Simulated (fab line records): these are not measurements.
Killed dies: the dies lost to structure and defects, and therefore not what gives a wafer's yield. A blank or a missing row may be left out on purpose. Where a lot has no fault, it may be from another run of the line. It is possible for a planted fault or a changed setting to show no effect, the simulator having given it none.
Lot-split experiment    flow ritCmos    on a route of 202 steps: 5 lots, 17 wafers read

## THE SPLIT ITSELF
At RIT_CONTACT_CVD_00 (deposits SiO2 from TEOS, target thk 400 nm, time 61 s), the setting rfW was moved away from the recipe's 400 W on 4 of the 17 wafers read, by +6.7% to +9.3%. This setting was run at the recipe's value on the other wafers.

Split to reading: the file shows no intervening step.

## THE READING
etch.depthNm (the simulator's own value, which no gauge read), in nm, at RIT_CONTACT_ETCH_11 (etches SiO2 in CHF3/CF4/Ar, stops on TiSi2, target depth 480 nm, time 320 s). No usual value for it is given in the file. The 13 wafers here that ran the recipe average 399.6 nm, standard deviation 3.3 nm.

wafer   tool, chamber at the split  rfW as run, W  against the recipe  etch.depthNm, nm  against lot-mates on the recipe
L075.1  pecvd-01, 1                 400            recipe              395.8             -
L075.3  pecvd-01, 2                 400            recipe              394.4             -
L079.1  pecvd-04, 1                 400            recipe              403.1             -
L079.2  pecvd-04, 0                 400            recipe              401.3             -
L079.3  pecvd-04, 2                 437.4          +9.3%               412.6             +9.8
L079.4  pecvd-04, 2                 437.4          +9.3%               421.9             +19.1
L079.5  pecvd-04, 1                 400            recipe              404.1             -
L080.4  pecvd-02, 0                 400            recipe              400.3             -
L080.5  pecvd-02, 1                 400            recipe              397.1             -
L083.1  pecvd-02, 0                 400            recipe              398.8             -
L083.2  pecvd-02, 2                 400            recipe              394.6             -
L083.6  pecvd-02, 0                 400            recipe              404               -
L085.1  pecvd-04, 0                 400            recipe              402.4             -
L085.2  pecvd-04, 1                 400            recipe              399.8             -
L085.3  pecvd-04, 1                 400            recipe              398.5             -
L085.5  pecvd-04, 0                 426.7          +6.7%               417.5             +17.3
L085.6  pecvd-04, 1                 426.7          +6.7%               414.2             +14.0

THE FIT
A straight line over all 17 wafers: etch.depthNm changes by +2.07 nm for each +1% of rfW; r = +0.90; the points scatter about the line by 3.7 nm.
The same after taking each lot's own level away (the mean of its wafers on the recipe; 17 wafers): +1.79 nm for each +1%; r = +0.90; scatter 3.1 nm.
According to that fit, moving rfW by its largest amount changes the reading by 17 nm.
The lots' own levels span 395.10 to 402.83 nm, that is 2.4 times the standard deviation above.
Thus the slope moves with the lot-to-lot level: the two fits are different.
Check: +20.5 nm against its lot-mates is what the line predicts for one of the wafers moved furthest among these (+9.3%) when that wafer is left out of the fit. Against them it came out at +9.77 nm.

## THE OTHER SPLITS THESE WAFERS WENT THROUGH
Note: prior to the reading, these wafers also went through further splits. Each is held against what the fit with the lots' levels taken away leaves over:
other split on the same wafers  wafers away from the commonest value  r with etch.depthNm (lot level and that fit taken away)
RIT_NLDD_IMPLANT_08 doseCm2     3                                     -0.40
RIT_NSD_IMPLANT_08 energyKev    5                                     -0.02
RIT_SDANNEAL_RTA_03 timeS       8                                     -0.38
RIT_SILICIDE_SPUTTER_01 timeS   4                                     +0.13

## THE WHOLE CHAIN: every reading that the file lists as answering this split, in the file's order
step                 what it does                                                                 reading                                                                        change (the file's fit)               r (the file's)
RIT_CONTACT_CVD_00   deposits SiO2 from TEOS, target thk 400 nm, time 61 s                        SiO2_of_CONTACT_CVD_00.thkNm (the simulator's own value, which no gauge read)  +1.81 nm for each +1% of the setting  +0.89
RIT_CONTACT_ETCH_11  etches SiO2 in CHF3/CF4/Ar, stops on TiSi2, target depth 480 nm, time 320 s  etch.depthNm (the simulator's own value, which no gauge read)                  +1.81 nm for each +1% of the setting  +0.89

## FILE'S OWN FIT
etch.depthNm changes by +1.81 nm for each +1% of rfW, r = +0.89.
